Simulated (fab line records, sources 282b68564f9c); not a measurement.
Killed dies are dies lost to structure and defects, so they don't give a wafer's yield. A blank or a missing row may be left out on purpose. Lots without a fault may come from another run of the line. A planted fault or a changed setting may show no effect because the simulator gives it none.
fab line records | flow rit_cmos
record lots=7 wafers=21 last_day=6
route steps=202 shown GATE@89 REOX@98 NLDD@103 PLDD@114 SPACER@125 M1@202
lots that met no fault: from a run of the same line without faults
start_h: hours from the record's first day to the start of the lot's first wafer shown | wait_h: hours since the lot's step before | " the same as in the row above | L1.1+2: a row that stands for several wafers | - no value, or no start given | * or withheld: withheld | < > ~ a bound
route shown NAME@n: a module of which the file shows steps, and the number in the route of the first | usual: mean/standard deviation of fault-free wafers | same: alike in all rows | chamber/n: place in a boat | sites: the reading at each site | _std_site: their standard deviation | _edge_site: outer sites' mean less inner sites' | radius_mm: how far each site lies from the wafer's centre | mask NAME#n: copy n | behind: the tool/chamber that last shaped the wafer | hold: why the lot was held/for how many hours/how that ended | device: the transistor (n, p or np) that didn't switch | end of line: the same wafers' tests at the end of the route | a step without rows: its recipe alone | killed: dies lost to structure and defects at the first sort, not the wafer's yield | map: a wafer's dies, x killed, . not, _ none there
set.NAME: the setting as run; set.NAME@STEP: as run at that earlier step | model.NAME: the simulator's own value behind a step, which no gauge read
lots at some steps of the route; a table a step, a row a wafer
services: from which hour (start_h, from the record's first day; less than 0 if before it) a tool's chamber was out of use, for how many hours, and why
## steps
# step RIT_GATE_EXPOSE_13
# recipe mask_id=M6 na=0.6 source_shape=conventional sigma_outer=0.6 target_cd_nm=150 dose_mj=388.2
# step RIT_GATE_PEB_14
# recipe resist=NOVOLAK temp_c=withheld time_s=withheld
# step RIT_GATE_DEVELOP_15
# recipe resist=NOVOLAK develop_time_s=50 dev_temp_c=23
# step RIT_GATE_CD_MEAS_16
# recipe target_cd_nm=150
# usual cd_nm=149.5/2.3
# columns lot.wafer tool chamber start_h wait_h cd_nm
L323.1 cd_sem-02 - 52.00 - 144.7
L323.2 " - " " 145.5
L323.3 " - " " 148.5
L324.1 cd_sem-01 - 55.78 - 149.3
L324.2 " - " " 152.5
L324.6 " - " " 150.8
L325.3 cd_sem-02 - 61.82 - 151.1
L325.4 " - " " 152.0
L325.6 " - " " 150.5
L329.2 cd_sem-02 - 82.91 - 144.3
L329.5 " - " " 146.8
L329.6 " - " " 143.7
L333.4 cd_sem-01 - 101.21 - 147.6
L333.5 " - " " 150.6
L333.6 " - " " 149.9
L334.3 cd_sem-01 - 106.30 - 150.3
L334.4 " - " " 148.7
L334.6 " - " " 150.4
L340.3 cd_sem-02 - 129.13 - 150.7
L340.4 " - " " 151.1
L340.5 " - " " 149.7
# step RIT_GATE_OVL_MEAS_17
# usual GATE_OVL=-0.9/1.2
# columns lot.wafer tool chamber start_h wait_h GATE_OVL[nm]
L323.1 overlay-01 - 52.12 0.1 -1.4
L323.2 " - " " 0.4
L323.3 " - " " -1.8
L324.1 overlay-01 - 55.90 0.1 0.7
L324.2 " - " " 0.9
L324.6 " - " " 0.2
L325.3 overlay-01 - 61.92 0.1 0.2
L325.4 " - " " -1.3
L325.6 " - " " -2.5
L329.2 overlay-01 - 83.01 0.1 -0.6
L329.5 " - " " 0.2
L329.6 " - " " 0.1
L333.4 overlay-01 - 101.29 0.1 -1.4
L333.5 " - " " 0.1
L333.6 " - " " -1.7
L334.3 overlay-02 - 106.39 0.1 0.6
L334.4 " - " " -2.1
L334.6 " - " " -0.8
L340.3 overlay-02 - 129.22 0.1 -1.3
L340.4 " - " " -2.3
L340.5 " - " " -1.9
# step RIT_GATE_HARDBAKE_18
# recipe resist=NOVOLAK temp_c=140 time_s=60
# step RIT_GATE_ETCH_19
# recipe chemistry=SF6/CHF3/O2 time_s=165 SF6_flow_sccm=30 CHF3_flow_sccm=30 O2_flow_sccm=5 target=poly-Si pressure_mtorr=40 rf_w=160 target_depth_a=3125 over_etch_frac=0.25 stop_on=SiO2
# usual drypump_motor_current_A=5.5/0.33 oes_product_au=0.826/0.011 throttle_valve_pct=10.24/0.11
# columns lot.wafer tool chamber start_h wait_h drypump_motor_current_A oes_product_au rf_hours_counter_h throttle_valve_pct
L323.1 rie_si-02 1 52.31 0.1 5.4 0.829 1 10.18
L323.2 " 2 " " 4.8 0.813 105 10.28
L323.3 " 3 " " 5.7 0.824 78 10.12
L324.1 rie_si-01 3 56.08 0.1 5.5 0.818 35 10.29
L324.2 " 2 " " 5.7 0.826 82 10.38
L324.6 " 2 " " 5.7 0.823 - 10.38
L325.3 rie_si-02 0 62.09 0.1 5.9 0.844 156 10.27
L325.4 " 1 " " 5.4 0.835 1 10.18
L325.6 " 1 " " 5.4 0.838 - 10.17
L329.2 rie_si-02 1 83.19 0.1 5.4 0.829 1 10.17
L329.5 " 1 " " 5.4 0.844 - 10.17
L329.6 " 0 " " 5.9 0.853 - 10.26
L333.4 rie_si-02 3 101.46 0.1 5.7 0.827 78 10.13
L333.5 " 1 " " 5.4 0.826 - 10.15
L333.6 " 0 " " 5.9 0.834 - 10.27
L334.3 rie_si-01 2 106.78 0.1 5.7 0.831 82 10.37
L334.4 " 1 " " 5.1 0.834 124 10.37
L334.6 " 1 " " 5.1 0.832 - 10.37
L340.3 rie_si-01 3 129.40 0.1 5.5 0.814 35 10.31
L340.4 " 1 " " 5.1 0.845 124 10.38
L340.5 " 3 " " 5.5 0.818 - 10.31
# step RIT_GATE_STRIP_20
# recipe chemistry=O2 time_s=180 resist=NOVOLAK platen_temp_c=withheld power_w=500 pressure_mtorr=4000 o2_flow_sccm=4000
# usual drypump_motor_current_A=6.2/0.36
# columns lot.wafer tool chamber start_h wait_h drypump_motor_current_A rf_hours_counter_h
L323.1 plasma_asher-04 0 52.42 0.1 6.7 22
L323.2 " 1 " " 6.3 22
L323.3 " 0 " " 6.7 -
L324.1 plasma_asher-01 1 56.19 0.1 6.4 41
L324.2 " 0 " " 5.7 41
L324.6 " 1 " " 6.4 -
L325.3 plasma_asher-01 0 62.26 0.1 5.7 -
L325.4 " 1 " " 6.4 -
L325.6 " 1 " " 6.4 -
L329.2 plasma_asher-01 1 83.30 0.1 6.4 44
L329.5 " 1 " " 6.4 -
L329.6 " 0 " " 5.7 -
L333.4 plasma_asher-02 0 101.63 0.1 5.7 -
L333.5 " 0 " " 5.8 -
L333.6 " 1 " " 5.9 -
L334.3 plasma_asher-04 1 106.95 0.1 6.3 -
L334.4 " 0 " " 6.6 -
L334.6 " 0 " " 6.7 -
L340.3 plasma_asher-01 0 129.56 0.1 5.8 -
L340.4 " 1 " " 6.5 -
L340.5 " 1 " " 6.4 -
# step RIT_GATE_CD_MEAS_90
# recipe target_cd_nm=150
# usual cd_nm=149.5/2.3
# columns lot.wafer tool chamber start_h wait_h cd_nm
L323.1 cd_sem-02 - 52.59 0.1 144.7
L323.2 " - " " 145.7
L323.3 " - " " 148.1
L324.1 cd_sem-02 - 56.37 0.1 149.5
L324.2 " - " " 152.3
L324.6 " - " " 151.0
L325.3 cd_sem-02 - 62.41 0.1 151.3
L325.4 " - " " 151.6
L325.6 " - " " 150.3
L329.2 cd_sem-02 - 83.50 0.1 144.2
L329.5 " - " " 146.7
L329.6 " - " " 143.8
L333.4 cd_sem-01 - 101.80 0.1 147.5
L333.5 " - " " 150.8
L333.6 " - " " 149.7
L334.3 cd_sem-01 - 107.11 0.1 150.5
L334.4 " - " " 149.1
L334.6 " - " " 150.6
L340.3 cd_sem-02 - 129.72 0.1 150.3
L340.4 " - " " 150.9
L340.5 " - " " 149.7
# step RIT_REOX_CLEAN_00
# recipe chemistry=SC1 mix=3:3:50 time_s=600 temp_c=75
# step RIT_REOX_CLEAN_01
# recipe chemistry=dHF dilution=50:1 time_s=30
# step RIT_REOX_CLEAN_02
# recipe chemistry=SC2 mix=3:3:50 time_s=600 temp_c=75 dry=n2_spin
# step RIT_REOX_OXIDATION_03
# recipe temp_c=900 ambient=O2 target_thk_a=252 ox_time_s=5804
# usual ox_temp_c=900.0/0.37 spike_tc_load_C=922.7/1.3
# columns lot.wafer tool chamber start_h wait_h ox_temp_c spike_tc_load_C
L323.1 furnace-04 0 56.89 3.8 900.5 922.7
L323.2 " 0 " " 900.3 922.9
L323.3 " 0 " " 900.3 921.6
L324.1 furnace-04 0 56.89 0.0 900.0 921.3
L324.2 " 0 " " 900.5 922.5
L324.6 " 0 " " 900.0 921.4
L325.3 furnace-01 0 66.77 3.9 900.1 922.5
L325.4 " 0 " " 900.1 921.2
L325.6 " 0 " " 899.6 922.4
L325.3 furnace-01 0 70.88 1.6 900.3 922.4
L325.4 " 0 " " 900.7 920.5
L325.6 " 0 " " 900.5 922.6
L329.2 furnace-04 0 85.76 1.6 899.9 923.3
L329.5 " 0 " " 899.6 921.2
L329.6 " 0 " " 900.0 922.4
L329.2 furnace-04 0 89.38 1.1 899.1 922.9
L329.5 " 0 " " 899.5 922.6
L329.6 " 0 " " 899.6 922.0
L333.4 furnace-04 0 103.34 1.1 899.4 922.9
L333.5 " 0 " " 900.5 922.0
L333.6 " 0 " " 901.0 922.8
L333.4 furnace-03 0 106.14 0.2 899.9 923.0
L333.5 " 0 " " 899.4 923.9
L333.6 " 0 " " 899.5 924.2
L334.3 furnace-04 0 107.82 0.3 899.3 922.3
L334.4 " 0 " " 900.5 922.5
L334.6 " 0 " " 900.1 921.3
L340.3 furnace-03 0 130.99 0.8 900.5 922.1
L340.4 " 0 " " 900.0 923.2
L340.5 " 0 " " 899.5 923.5
# step RIT_REOX_THK_MEAS_04
# recipe reads=SiO2_of_REOX_OXIDATION_03
# usual REOX_OXIDE_THK=26.1/0.42
# columns lot.wafer tool chamber start_h wait_h REOX_OXIDE_THK[nm]
L323.1 film_metro-03 - 59.44 0.0 26.1
L323.2 " - " " 26.1
L323.3 " - " " 26.4
L324.1 film_metro-01 - 59.44 0.0 25.7
L324.2 " - " " 25.8
L324.6 " - " " 25.2
L325.3 film_metro-02 - 73.51 0.1 41.8
L325.4 " - " " 42.7
L325.6 " - " " 41.7
L325.3 film_metro-02 - 73.74 0.2 41.7
L325.4 " - " " 42.7
L325.6 " - " " 41.8
L329.2 film_metro-02 - 91.94 0.0 40.3
L329.5 " - " " 41.0
L329.6 " - " " 41.1
L329.2 film_metro-02 - 92.17 0.2 40.3
L329.5 " - " " 41.1
L329.6 " - " " 41.1
L333.4 film_metro-02 - 108.72 0.0 43.3
L333.5 " - " " 43.2
L333.6 " - " " 42.6
L333.4 film_metro-02 - 108.94 0.2 43.2
L333.5 " - " " 43.2
L333.6 " - " " 42.7
L334.3 film_metro-02 - 110.39 0.0 26.3
L334.4 " - " " 25.5
L334.6 " - " " 25.8
L340.3 film_metro-01 - 133.56 0.0 25.6
L340.4 " - " " 25.4
L340.5 " - " " 25.3
# step RIT_NLDD_HMDS_00
# recipe prime_time_s=60 prime_temp_c=140
# step RIT_NLDD_COAT_01
# recipe resist=NOVOLAK spin_rpm=3250 resist_thk_nm=1000
# step RIT_NLDD_SOFTBAKE_02
# recipe resist=NOVOLAK temp_c=90 time_s=60
# step RIT_NLDD_EXPOSE_03
# recipe mask_id=M7 na=0.57 target_cd_nm=40700 dose_mj=250
# step RIT_NLDD_PEB_04
# recipe resist=NOVOLAK temp_c=withheld time_s=withheld
# step RIT_NLDD_DEVELOP_05
# recipe resist=NOVOLAK develop_time_s=50 dev_temp_c=23
# step RIT_NLDD_OVL_MEAS_06
# usual NLDD_OVL=0.2/1.4
# columns lot.wafer tool chamber start_h wait_h NLDD_OVL[nm]
L323.1 overlay-01 - 60.48 - -0.5
L323.2 " - " " 0.2
L323.3 " - " " -2.8
L324.1 overlay-01 - 60.72 - 0.5
L324.2 " - " " -0.9
L324.6 " - " " -0.3
L325.3 overlay-01 - 80.51 - -0.6
L325.4 " - " " 0.1
L325.6 " - " " -2.0
L329.2 overlay-01 - 97.63 - -0.1
L329.5 " - " " 0.4
L329.6 " - " " 2.5
L334.3 overlay-01 - 111.43 - 0.8
L334.4 " - " " -0.5
L334.6 " - " " -1.5
L333.4 overlay-02 - 116.20 - 0.4
L333.5 " - " " 0.6
L333.6 " - " " -0.7
L340.3 overlay-01 - 134.63 - 2.5
L340.4 " - " " 1.8
L340.5 " - " " 1.0
# step RIT_NLDD_HARDBAKE_07
# recipe resist=NOVOLAK temp_c=140 time_s=60
# step RIT_NLDD_IMPLANT_08
# recipe species=P energy_kev=20 dose_cm2=5e+14 tilt_deg=7
# step RIT_NLDD_STRIP_09
# recipe chemistry=O2 time_s=180 resist=NOVOLAK platen_temp_c=withheld power_w=500 pressure_mtorr=4000 o2_flow_sccm=4000
# usual drypump_motor_current_A=6.0/0.31
# columns lot.wafer tool chamber start_h wait_h drypump_motor_current_A rf_hours_counter_h
L323.1 plasma_asher-04 1 60.82 0.1 6.3 22
L323.2 " 0 " " 6.7 22
L323.3 " 1 " " 6.4 -
L324.1 plasma_asher-02 0 61.06 0.1 5.8 44
L324.2 " 1 " " 5.9 44
L324.6 " 0 " " 5.8 -
L325.3 plasma_asher-04 0 80.96 0.1 6.7 -
L325.4 " 1 " " 6.3 -
L325.6 " 1 " " 6.3 -
L329.2 plasma_asher-03 1 98.17 0.1 5.8 45
L329.5 " 0 " " 5.8 -
L329.6 " 1 " " 5.8 -
L334.3 plasma_asher-04 1 111.81 0.1 6.3 -
L334.4 " 0 " " 6.7 -
L334.6 " 1 " " 6.3 -
L333.4 plasma_asher-03 1 118.03 1.6 5.8 -
L333.5 " 0 " " 5.8 -
L333.6 " 1 " " 5.8 -
L340.3 plasma_asher-02 0 135.11 0.1 5.7 -
L340.4 " 1 " " 5.9 -
L340.5 " 1 " " 5.9 -
# step RIT_NLDD_TW_MEAS_10
# usual NLDD_TW=2472/12
# columns lot.wafer tool chamber start_h wait_h NLDD_TW
L323.1 film_metro-03 - 60.99 0.1 2456
L323.2 " - " " 2477
L323.3 " - " " 2472
L324.1 film_metro-04 - 61.23 0.1 2446
L324.2 " - " " 2456
L324.6 " - " " 2455
L325.3 film_metro-03 - 81.16 0.1 2478
L325.4 " - " " 2477
L325.6 " - " " 2463
L329.2 film_metro-03 - 98.35 0.1 2460
L329.5 " - " " 2456
L329.6 " - " " 2469
L334.3 film_metro-03 - 111.95 0.1 2470
L334.4 " - " " 2475
L334.6 " - " " 2477
L333.4 film_metro-01 - 118.18 0.1 2482
L333.5 " - " " 2473
L333.6 " - " " 2478
L340.3 film_metro-03 - 135.24 0.1 2466
L340.4 " - " " 2452
L340.5 " - " " 2464
# step RIT_PLDD_HMDS_00
# recipe prime_time_s=60 prime_temp_c=140
# step RIT_PLDD_COAT_01
# recipe resist=NOVOLAK spin_rpm=3250 resist_thk_nm=1012
# step RIT_PLDD_SOFTBAKE_02
# recipe resist=NOVOLAK temp_c=90 time_s=60
# step RIT_PLDD_EXPOSE_03
# recipe mask_id=M8 na=0.57 target_cd_nm=40900 dose_mj=250
# step RIT_PLDD_PEB_04
# recipe resist=NOVOLAK temp_c=withheld time_s=withheld
# step RIT_PLDD_DEVELOP_05
# recipe resist=NOVOLAK develop_time_s=50 dev_temp_c=23
# step RIT_PLDD_OVL_MEAS_06
# usual PLDD_OVL=0.4/1.3
# columns lot.wafer tool chamber start_h wait_h PLDD_OVL[nm]
L323.1 overlay-01 - 62.03 - 0.8
L323.2 " - " " 0.3
L323.3 " - " " -3.6
L324.1 overlay-01 - 62.31 - 1.8
L324.2 " - " " 1.4
L324.6 " - " " 2.8
L325.3 overlay-01 - 82.58 - 1.4
L325.4 " - " " 0.2
L325.6 " - " " -0.5
L329.2 overlay-01 - 99.42 - -3.3
L329.5 " - " " -1.3
L329.6 " - " " -0.4
L334.3 overlay-02 - 112.88 - -0.2
L334.4 " - " " 0.3
L334.6 " - " " -0.6
L333.4 overlay-02 - 119.38 - 1.3
L333.5 " - " " 3.1
L333.6 " - " " 0.8
L340.3 overlay-02 - 136.27 - -0.7
L340.4 " - " " -0.7
L340.5 " - " " -0.8
# step RIT_PLDD_HARDBAKE_07
# recipe resist=NOVOLAK temp_c=140 time_s=60
# step RIT_PLDD_IMPLANT_08
# recipe species=BF2 energy_kev=20 dose_cm2=9e+14 tilt_deg=7
# step RIT_PLDD_STRIP_09
# recipe chemistry=O2 time_s=180 resist=NOVOLAK platen_temp_c=withheld power_w=500 pressure_mtorr=4000 o2_flow_sccm=4000
# usual drypump_motor_current_A=6.2/0.36
# columns lot.wafer tool chamber start_h wait_h drypump_motor_current_A rf_hours_counter_h
L323.1 plasma_asher-04 1 62.39 0.1 6.4 23
L323.2 " 0 " " 6.7 23
L323.3 " 0 " " 6.7 -
L324.1 plasma_asher-01 0 62.64 0.1 5.7 42
L324.2 " 1 " " 6.4 42
L324.6 " 0 " " 5.7 -
L325.3 plasma_asher-01 1 82.96 0.1 6.4 -
L325.4 " 0 " " 5.7 -
L325.6 " 0 " " 5.7 -
L329.2 plasma_asher-03 1 99.84 0.1 5.8 45
L329.5 " 0 " " 5.8 -
L329.6 " 1 " " 5.8 -
L334.3 plasma_asher-04 0 113.26 0.1 6.7 -
L334.4 " 1 " " 6.3 -
L334.6 " 1 " " 6.3 -
L333.4 plasma_asher-01 0 119.75 0.1 5.7 -
L333.5 " 0 " " 5.7 -
L333.6 " 1 " " 6.4 -
L340.3 plasma_asher-03 1 136.65 0.1 5.8 -
L340.4 " 0 " " 5.9 -
L340.5 " 1 " " 5.8 -
# step RIT_PLDD_TW_MEAS_10
# usual PLDD_TW=2328/13
# columns lot.wafer tool chamber start_h wait_h PLDD_TW
L323.1 film_metro-04 - 62.56 0.1 2311
L323.2 " - " " 2312
L323.3 " - " " 2313
L324.1 film_metro-03 - 62.82 0.1 2325
L324.2 " - " " 2320
L324.6 " - " " 2319
L325.3 film_metro-03 - 83.10 0.1 2339
L325.4 " - " " 2340
L325.6 " - " " 2330
L329.2 film_metro-04 - 100.13 0.2 2322
L329.5 " - " " 2321
L329.6 " - " " 2325
L334.3 film_metro-03 - 113.40 0.1 2334
L334.4 " - " " 2333
L334.6 " - " " 2331
L333.4 film_metro-04 - 119.91 0.1 2327
L333.5 " - " " 2318
L333.6 " - " " 2331
L340.3 film_metro-04 - 136.79 0.1 2316
L340.4 " - " " 2340
L340.5 " - " " 2328
# step RIT_SPACER_CLEAN_00
# recipe chemistry=SC1 mix=3:3:50 time_s=600 temp_c=75
# usual bath_heat_duty_pct=16.2/1.4
# columns lot.wafer tool chamber start_h wait_h bath_heat_duty_pct model.SiO2_of_REOX_OXIDATION_03.thk_nm
L323.1 wet_bench-01 1 62.62 0.1 15.8 24.07
L323.2 " 1 " " 17.6 24.12
L323.3 " 1 " " 16.4 24.39
L324.1 wet_bench-04 0 62.88 0.1 15.7 23.72
L324.2 " 0 " " 15.6 23.8
L324.6 " 0 " " 15.8 23.31
L325.3 wet_bench-04 1 83.14 0.0 17.2 38.52
L325.4 " 1 " " 16.7 39.44
L325.6 " 1 " " 18.1 38.56
L329.2 wet_bench-03 0 100.18 0.0 14.1 37.18
L329.5 " 0 " " 16.0 37.87
L329.6 " 0 " " 15.2 37.96
L334.3 wet_bench-03 3 113.44 0.0 15.0 24.29
L334.4 " 3 " " 15.3 23.51
L334.6 " 3 " " 15.7 23.84
L333.4 wet_bench-03 3 120.00 0.1 14.0 39.93
L333.5 " 3 " " 14.8 39.86
L333.6 " 3 " " 15.4 39.42
L340.3 wet_bench-01 3 136.94 0.1 17.6 23.55
L340.4 " 3 " " 17.4 23.47
L340.5 " 3 " " 18.8 23.24
# step RIT_SPACER_CLEAN_01
# recipe chemistry=dHF dilution=50:1 time_s=30
# step RIT_M1_PROBE_99
# usual killed_at_front_end=7.5/2.8 killed_dies=7.6/2.9 killed_open=3.7/2 killed_short=3.8/2
# same gross_dies=264 killed_at_M0_to_M3=0 killed_at_M4_up=0 killed_at_back_side=0 killed_at_contacts=0 killed_at_other=0
# columns lot.wafer tool chamber start_h wait_h killed_at_front_end killed_dies killed_open killed_short
L323.1 prober-02 - 76.40 0.1 11 11 4 7
L323.2 prober-02 - 76.45 0.1 7 7 2 5
L323.3 prober-02 - 76.50 0.2 10 10 6 4
L325.3 prober-02 - 96.82 0.2 6 6 4 2
L325.4 prober-02 - 96.87 0.2 8 8 3 5
L325.6 prober-02 - 96.97 0.2 8 8 2 6
L334.3 prober-02 - 127.19 0.2 5 5 0 5
L334.4 prober-02 - 127.24 0.2 6 6 4 2
L334.6 prober-02 - 127.34 0.2 7 7 5 2
L333.4 prober-01 - 134.77 0.2 10 10 4 6
L333.5 prober-01 - 134.82 0.2 8 8 0 8
L333.6 prober-01 - 134.87 0.2 4 4 3 1
L340.3 prober-02 - 151.56 0.2 12 12 7 5
L340.4 prober-02 - 151.61 0.2 9 9 5 4
L340.5 prober-02 - 151.66 0.2 10 10 4 6
# killed by level:class
L323.1 GATE:geometric_particle:short=6 REOX:geometric_particle:open=2 GATE:geometric_particle:open=1 SILICIDE:geometric_particle:short=1 SILICIDE:geometric_particle:open=1
L323.2 GATE:geometric_particle:open=2 SILICIDE:geometric_particle:short=2 FOX2:geometric_particle:short=1 GATE:geometric_particle:short=1 SPACER:geometric_particle:short=1
L323.3 GATE:geometric_particle:open=3 FOX1:geometric_particle:open=2 GATE:geometric_particle:short=2 REOX:geometric_particle:short=1 REOX:geometric_particle:open=1 SILICIDE:geometric_particle:short=1
L325.3 GATE:geometric_particle:open=2 SILICIDE:geometric_particle:open=2 FOX2:geometric_particle:short=1 REOX:geometric_particle:short=1
L325.4 GATE:geometric_particle:open=2 GATE:geometric_particle:short=2 FOX1:geometric_particle:short=1 REOX:geometric_particle:open=1 REOX:geometric_particle:short=1 SPACER:geometric_particle:short=1
L325.6 GATE:geometric_particle:short=3 REOX:geometric_particle:short=2 FOX1:geometric_particle:short=1 GATE:geometric_particle:open=1 REOX:geometric_particle:open=1
L334.3 REOX:geometric_particle:short=3 FOX2:geometric_particle:short=1 GATE:geometric_particle:short=1
L334.4 GATE:geometric_particle:open=4 GATE:geometric_particle:short=1 SPACER:geometric_particle:short=1
L334.6 FOX2:geometric_particle:open=2 GATE:geometric_particle:open=2 GATE:geometric_particle:short=1 REOX:geometric_particle:open=1 REOX:geometric_particle:short=1
L333.4 GATE:geometric_particle:short=4 SPACER:geometric_particle:open=2 GATE:geometric_particle:open=1 REOX:geometric_particle:short=1 SPACER:geometric_particle:short=1 SILICIDE:geometric_particle:open=1
L333.5 FOX2:geometric_particle:short=3 GATE:geometric_particle:short=2 FOX1:geometric_particle:short=1 REOX:geometric_particle:short=1 SPACER:geometric_particle:short=1
L333.6 REOX:geometric_particle:open=2 FOX1:geometric_particle:short=1 SPACER:geometric_particle:open=1
L340.3 FOX1:geometric_particle:open=2 GATE:geometric_particle:open=2 SPACER:geometric_particle:open=2 SILICIDE:geometric_particle:short=2 FOX2:geometric_particle:short=1 GATE:geometric_particle:short=1 REOX:geometric_particle:open=1 SPACER:geometric_particle:short=1
L340.4 GATE:geometric_particle:open=2 GATE:geometric_particle:short=2 REOX:geometric_particle:open=2 FOX2:geometric_particle:short=1 REOX:geometric_particle:short=1 SILICIDE:geometric_particle:open=1
L340.5 GATE:geometric_particle:open=3 FOX2:geometric_particle:short=2 SPACER:geometric_particle:short=2 FOX1:geometric_particle:open=1 FOX1:geometric_particle:short=1 SILICIDE:geometric_particle:short=1
## services
# columns tool chamber start_h hours kind
wet_bench-01 - 33.45 5.7 repair
furnace-01 - 40.68 5.1 pm
furnace-03 - 47.15 21.5 pm
rie_si-02 0 67.17 8.1 repair
rie_si-01 - 69.51 3.8 repair
plasma_asher-02 - 72.58 11.4 pm
rie_si-02 0 84.39 - clean
rie_si-02 0 84.39 15.2 scheduled_down
rie_si-02 0 84.39 15.2 vent_cycle
plasma_asher-01 - 108.75 9.0 pm
plasma_asher-01 0 108.75 9.0 vent_cycle
plasma_asher-01 1 108.75 9.0 vent_cycle
plasma_asher-03 - 110.39 7.6 repair
plasma_asher-01 0 117.75 - clean
plasma_asher-01 1 117.75 - clean
## key
first_sign step=RIT_REOX_OXIDATION_03 reading=visit direction=added
effect step=RIT_REOX_THK_MEAS_04 reading=visit direction=added
effect step=RIT_REOX_THK_MEAS_04 reading=REOX_OXIDE_THK direction=up sigmas=38 usual=26.1 struck=42.0
model_effect step=RIT_SPACER_CLEAN_00 value=SiO2_of_REOX_OXIDATION_03.thk_nm without=24.17 struck=38.75
met_at RIT_REOX_OXIDATION_03
struck_wafers L325.3,L325.4,L325.6,L329.2,L329.5,L329.6,L333.4,L333.5,L333.6
rows_end L329.2,L329.5,L329.6
tester_left_out L325,L333
fault kind=repeated_step_whole tool=furnace-01,furnace-03,furnace-04 chamber=- onset_h=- steps=RIT_REOX_OXIDATION_03 times=1 scope=struck_lots_only
# tester_left_out: of these lots the tester's yield and bins aren't shown, on N5 and GAA mostly nor the transistor test; their killed dies are dies lost to structure and defects alone, not to doping, threshold or leakage, so they don't give the yield
# rows_end: these wafers met a further fault down the route, and their rows from its step on are left out
